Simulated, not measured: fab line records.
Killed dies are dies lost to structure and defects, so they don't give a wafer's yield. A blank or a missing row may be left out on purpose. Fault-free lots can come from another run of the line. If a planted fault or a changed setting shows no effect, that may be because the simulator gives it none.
Which tool did it? + flow ritCmos + 14 lots, 42 wafers sampled, at 2 steps of a route of 202

## WHAT EACH GAUGE READ, for each wafer
RIT_GATE_CD_MEAS_16: target cd 150 nm.
| lot  | measured    | on       | cdNm (nm)         |
|------|-------------|----------|-------------------|
| L327 | day 2 18:47 | cdSem-02 | 150.8 150.4 150.7 |
| L328 | day 2 21:01 | cdSem-01 | 153.5 153.0 153.8 |
| L329 | day 3 02:43 | cdSem-02 | 150.5 150.0 147.4 |
| L330 | day 3 06:26 | cdSem-02 | 150.3 150.6 150.5 |
| L331 | day 3 12:01 | cdSem-01 | 148.7 148.1 149.0 |
| L333 | day 3 22:49 | cdSem-01 | 151.4 152.3 151.0 |
| L334 | day 4 03:01 | cdSem-02 | 151.0 148.2 151.0 |
| L335 | day 4 11:11 | cdSem-01 | 154.9 150.1 151.1 |
| L336 | day 4 16:45 | cdSem-02 | 149.2 150.3 150.0 |
| L338 | day 4 23:43 | cdSem-01 | 149.1 149.8 150.2 |
| L339 | day 5 05:16 | cdSem-01 | 150.9 149.1 151.1 |
| L341 | day 5 14:16 | cdSem-02 | 149.2 149.4 150.3 |
| L343 | day 5 22:00 | cdSem-02 | 144.9 143.7 146.1 |
| L349 | day 7 06:40 | cdSem-01 | 145.5 147.3 147.9 |

RIT_PSD_OVL_MEAS_06.
| lot  | measured    | on         | PSD_OVL (nm)   |
|------|-------------|------------|----------------|
| L327 | day 3 06:38 | overlay-02 | 0.0 1.8 -1.8   |
| L328 | day 3 10:36 | overlay-02 | 0.0 1.3 2.6    |
| L329 | day 3 15:40 | overlay-01 | -0.8 -1.6 -2.2 |
| L330 | day 3 18:53 | overlay-01 | -2.9 -2.3 -2.4 |
| L331 | day 4 02:32 | overlay-02 | 0.8 -0.1 0.8   |
| L333 | day 4 11:24 | overlay-02 | 0.1 -0.4 -0.2  |
| L334 | day 4 16:34 | overlay-01 | 1.0 -2.0 -0.8  |
| L335 | day 4 22:50 | overlay-01 | -1.0 -1.7 1.1  |
| L336 | day 5 05:26 | overlay-01 | -1.9 -0.1 -0.4 |
| L338 | day 5 12:20 | overlay-02 | -1.4 -1.2 -3.7 |
| L339 | day 5 17:16 | overlay-02 | -2.6 -1.7 -1.2 |
| L341 | day 6 02:49 | overlay-01 | -0.4 -0.4 0.4  |
| L343 | day 6 10:16 | overlay-02 | -0.3 -0.8 -2.9 |
| L349 | day 7 19:12 | overlay-02 | -0.3 -0.1 -1.3 |

## WHICH TOOL RAN EACH LOT (tool, then ch and the chambers of the sampled wafers, then the start)
Before these readings, the record contains no process step.

## WHAT THE TOOLS THEMSELVES READ (means of the sampled wafers that have a number; where no wafer has one, the mark that the record gives instead)
The record holds no such reading with a usual standard deviation.

## THE ANSWER, worked out from the rows above alone
Rule: usual is defined by the lots themselves. Put in order of their means at a reading, lots are off if they are a third of the lots or fewer, leave a main group of 4 or more, and stand apart from it by a gap of 3 or more times the standard deviation of the main group's means; of several such gaps the widest counts. A main group whose means are all the same, to the digits that the tables above print for the reading, isn't used. Also off: a lot with no number at a reading for which 4 or more lots have one. Any other lot the step has rows for is counted as sound. The gauges are gone through in route order, then the tools' own readings, and for those a lot's mean is taken as printed above. At the first step where some lot is off, the reading lying furthest off is the one used; lots without a number count as furthest.
No lot is off on any of the readings shown, so nothing can be concluded from this.

## WHAT THE SIMULATOR HAD INSERTED
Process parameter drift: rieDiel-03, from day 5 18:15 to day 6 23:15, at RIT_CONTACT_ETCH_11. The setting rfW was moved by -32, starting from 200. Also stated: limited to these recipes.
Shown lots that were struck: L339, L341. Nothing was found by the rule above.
